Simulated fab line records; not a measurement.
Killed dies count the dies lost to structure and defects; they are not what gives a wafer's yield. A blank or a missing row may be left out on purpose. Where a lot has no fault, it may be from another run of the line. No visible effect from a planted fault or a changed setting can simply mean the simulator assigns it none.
A lot that was struck, set against a sound lot / flow rit-cmos / 28 out of 202 route steps
Sound: the wafers L855.2, L855.4, L855.5. Struck: wafer L844.4. (L844.1, L844.5 of the same lot were not struck and are left out.) The cause comes at the end.
Order at every step that has rows: each side's tool, ch and its chambers, its first start. Under that, the readings that differ: sound wafers / struck wafers / difference of the means / sigmas: that difference in standard deviations of wafers without a fault.
alike: words and numbers the same on both sides, and readings whose means are apart by under 2 such deviations; not compared: readings that were withheld, readings missing a value for some wafer, numbers with overlapping values and no deviation given by the record, and bounds like >300 which may hide the same value.
Wherever a step has rows on one side only, a row that says differs or no value, or a row with sigmas, the two part there. When numbers do not overlap yet have no deviation, they are printed without sigmas and do not part them. A reading missing from all wafers of one side parts the sides only when that side holds two or more wafers.

RIT_SDANNEAL_RTA_03: time 5 s.
  sound on rtp-anneal-01 ch 0, day 6 19:14; struck on rtp-anneal-01 ch 0, day 4 19:14
  alike: anneal-temp-c-max, wafer_temp_C_max
RIT_SDANNEAL_RS_MEAS_04: measurement is done with a four-point probe.
  struck on film-metro-01, day 4 19:18; sound on film-metro-01, day 6 19:18
  alike: PSD_RS
RIT_SDANNEAL_RS_MEAS_05: measurement is done with a four-point probe.
  struck on film-metro-01, day 4 19:25; sound on film-metro-01, day 6 19:25
  alike: NSD_RS
RIT_SDANNEAL_RS_MEAS_06: measurement is done with a four-point probe.
  struck on film-metro-01, day 4 19:32; sound on film-metro-01, day 6 19:32
  alike: PLDD_RS
RIT_SDANNEAL_RS_MEAS_07: measurement is done with a four-point probe.
  struck on film-metro-01, day 4 19:40; sound on film-metro-01, day 6 19:40
  alike: NLDD_RS
then, 1 step without rows for these wafers: RIT_SILICIDE_WET_ETCH_00 (etches SiO2 in BOE, target depth 14 nm, time 15 s).
RIT_SILICIDE_SPUTTER_01: material Ti, target thk 30 nm, time 240 s.
  struck on pvd-sputter-01, day 4 19:48; sound on pvd-sputter-04, day 6 19:47
  alike: throttle-valve-pct
RIT_SILICIDE_RS_MEAS_02: measurement is done with a four-point probe.
  struck on film-metro-04, day 4 19:57; sound on film-metro-03, day 6 19:57
  alike: SILICIDE_TI_RS
RIT_SILICIDE_THK_MEAS_03: measures by xrf.
  struck on film-metro-04, day 4 20:04; sound on film-metro-03, day 6 20:04
  alike: SILICIDE_TI_THK
RIT_SILICIDE_RTA_04: time 9.618 s, ramp up 5 s, ramp down 5 s.
  sound on rtp-anneal-02 ch 0, day 6 20:07; struck on rtp-anneal-02 ch 0, day 4 20:08
  alike: anneal-temp-c-max, wafer_temp_C_max
then, 1 step without rows for these wafers: RIT_SILICIDE_WET_ETCH_05 (etches Ti in SPM, time 120 s).
RIT_SILICIDE_RTA_06: time 10 s, ramp up 5 s, ramp down 10 s.
  sound on rtp-anneal-01 ch 0, day 6 20:13; struck on rtp-anneal-01 ch 0, day 4 20:14
  alike: anneal-temp-c-max, wafer_temp_C_max
RIT_CONTACT_CVD_00: deposits SiO2 from TEOS, target thk 400 nm, time 61 s.
  sound on pecvd-01 ch 0,2, day 6 20:17; struck on pecvd-03 ch 2, day 4 20:18
reading=model.SiO2_of_CONTACT_CVD_00.thk-nm (nm); sound=403.7 406.5 401.7; struck=576; difference=+172; sigmas=
  alike: heater-power-w
RIT_CONTACT_THK_MEAS_01:
  struck on film-metro-02, day 4 20:21; sound on film-metro-02, day 6 20:20
reading=CONTACT_TEOS_THK (nm); sound=404 407 402; struck=576; difference=+172; sigmas=+29
then, 6 steps without rows for these wafers: RIT_CONTACT_HMDS_02 (prime time 60 s); RIT_CONTACT_COAT_03 (resist thk 1000 nm); RIT_CONTACT_SOFTBAKE_04 (time 60 s); RIT_CONTACT_EXPOSE_05 (exposes mask M11, target cd 1000 nm); RIT_CONTACT_PEB_06; RIT_CONTACT_DEVELOP_07 (develop time 120 s).
RIT_CONTACT_CD_MEAS_08 targets a cd of 1000 nm.
  struck on cd-sem-02, day 4 21:34; sound on cd-sem-02, day 6 21:23
  alike: cd-nm
RIT_CONTACT_OVL_MEAS_09:
  struck on overlay-02, day 4 21:41; sound on overlay-01, day 6 21:29
  alike: CONTACT_OVL
then, 1 step without rows for these wafers: RIT_CONTACT_HARDBAKE_10 (time 60 s).
RIT_CONTACT_ETCH_11: etches SiO2 in CHF3/CF4/Ar, stops on TiSi2, target depth 480 nm, time 320 s.
  sound on rie-diel-02 ch 2,3, day 6 21:40; struck on rie-diel-03 ch 0, day 4 21:52
reading=model.etch.depth-nm (nm); sound=403.7 406.5 401.7; struck=458.3; difference=+54.3; sigmas=
reading=model.CONTACT.feature-depth-nm (nm); sound=403.7 406.5 401.7; struck=458.3; difference=+54.3; sigmas=
  alike: drypump-motor-current-A, oes-product-au, throttle-valve-pct
  not compared: rf-hours-counter-h
RIT_CONTACT_STRIP_12: strips in O2, time 180 s.
  sound on plasma-asher-04 ch 1, day 6 21:52; struck on plasma-asher-04 ch 0, day 4 22:04
  alike: drypump-motor-current-A
  not compared: rf-hours-counter-h
RIT_CONTACT_CD_MEAS_90 targets a cd of 1000 nm.
  struck on cd-sem-01, day 4 22:14; sound on cd-sem-01, day 6 22:03
  alike: cd-nm
RIT_CONTACT_CLEAN_13: cleans in SC1, time 600 s.
  sound on wet-bench-04 ch 1, day 6 22:09; struck on wet-bench-02 ch 0, day 4 22:22
reading=model.SiO2_of_CONTACT_CVD_00.thk-nm (nm); sound=399.6 402.4 397.6; struck=571.9; difference=+172.0; sigmas=
then, 1 step without rows for these wafers: RIT_CONTACT_CLEAN_14 (cleans in SC2, time 600 s).

== WHERE THEY PART ==
At RIT_CONTACT_THK_MEAS_01 and nowhere else, as far as this record goes. Later steps at which nothing parts them and some readings are alike: RIT_CONTACT_CD_MEAS_08, RIT_CONTACT_OVL_MEAS_09, RIT_CONTACT_ETCH_11, RIT_CONTACT_STRIP_12, RIT_CONTACT_CD_MEAS_90.

WHY: the cause the simulator had injected
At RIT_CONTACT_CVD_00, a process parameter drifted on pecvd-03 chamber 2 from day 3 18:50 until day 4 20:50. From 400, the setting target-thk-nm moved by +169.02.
